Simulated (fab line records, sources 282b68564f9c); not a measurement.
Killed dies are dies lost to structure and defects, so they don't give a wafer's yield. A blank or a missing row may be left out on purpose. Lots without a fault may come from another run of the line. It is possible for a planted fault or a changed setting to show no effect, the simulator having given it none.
Problem report in the 8D (eight disciplines) form, filled by code -- flow rit-cmos -- the parts of the form that need people (team, actions taken, sign-off) are left out

1. PROBLEM STATEMENT
Wafers without a fault read 268.4 s, standard deviation 0.48; run-length-s at RIT_SPACER_ETCHBACK_05 reads a mean of 172.5 s on 3 wafers belonging to 2 lots. So: -99 or more standard deviations from the usual mean.
The step: etches Si3N4 in SF6/CHF3, stops on SiO2, target depth 250 nm, time 240 s.
Earliest sighting: wafer L194.1 on rie-diel-04 at day 4 23:46. The record holds 42 wafers of 14 lots with a number at this step. The rule behind "out" and "out of limits": a value lying over 4 standard deviations away from the usual mean. All remaining wafers that have a number are taken as sound.

2. WHAT IT IS, AND WHAT IT ISN'T
question,is,is not
which readings at this step,"run-length-s, oes-product-au","drypump-motor-current-A, throttle-valve-pct"
which lots,"L194, L197","L185, L186, L187, L189, L190, L193, L195, L202, L204, L206, L207, L208"
which wafers of those lots,"L194.1, L197.3, L197.6","L194.2, L194.4, L197.5"
read on which tools,rie-diel-04,"rie-diel-01, rie-diel-03"
when,from day 4 23:46,"up to then (20 sound wafers); but 19 sound wafers of L195, L197, L202, L204, L206, L207, L208 came after"

3. SUSPECTS, AND WHAT RULES EACH OUT
Counting: a tool at a process step up to the reading stays a suspect if it ran every lot that is out. Sound lots after the first of them don't rule it out here, since some wafers of a struck lot are sound.
- rie-diel-04 at RIT_SPACER_ETCHBACK_05 (etches Si3N4 in SF6/CHF3, stops on SiO2, target depth 250 nm, time 240 s): kept. Ran every lot that is out, first one L194 (day 4 23:46); last sound lot up to then L189 (day 3 20:39). Its own oes-product-au, run-length-s readings are out on those wafers.
- Within rie-diel-04 at RIT_SPACER_ETCHBACK_05: the wafers that are out ran in chamber 2; their sound lot-mates ran in chambers 0, 1, 3.
Remaining after the count: rie-diel-04 at RIT_SPACER_ETCHBACK_05.

4. THE CAUSE (what the simulator had put in)
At RIT_SPACER_ETCHBACK_05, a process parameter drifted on rie-diel-04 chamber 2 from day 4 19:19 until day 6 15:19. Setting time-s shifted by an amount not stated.
The count eliminated every tool but this one.

5. THE CHAIN OF EFFECTS, in route order
Each row: a reading where the mean over the struck wafers with a number is more than 3 standard deviations away from the usual. Readings are gone through only where the record gives a usual standard deviation; hours: the median, over the lots, of the time from a lot's start at the first step in this table giving one to that lot's start at this step; sigmas: the change measured in usual standard deviations.
hours,step,reading,usual,on struck wafers,change,sigmas
0,RIT_SPACER_ETCHBACK_05,oes-product-au,0.843 a.u.,0.985,+0.142,+8.4
0,RIT_SPACER_ETCHBACK_05,run-length-s,268.4 s,172.5,-95.9,-99 or more
12,RIT_M1_PROBE_99,killed-at-front-end,6.3,264.0,+257.7,+89
12,RIT_M1_PROBE_99,killed-dies,6.4,264.0,+257.6,+92
12,RIT_M1_PROBE_99,killed-on-rim,1.7,70.0,+68.3,+49
Here are the process steps it includes:
- RIT_SPACER_ETCHBACK_05: etches Si3N4 in SF6/CHF3, stops on SiO2, target depth 250 nm, time 240 s.
- RIT_M1_PROBE_99

6. HOW IT WOULD HAVE BEEN CAUGHT EARLIER
In this record the first reading out of limits was taken at day 4 23:46, 4 hours after the fault began at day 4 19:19.
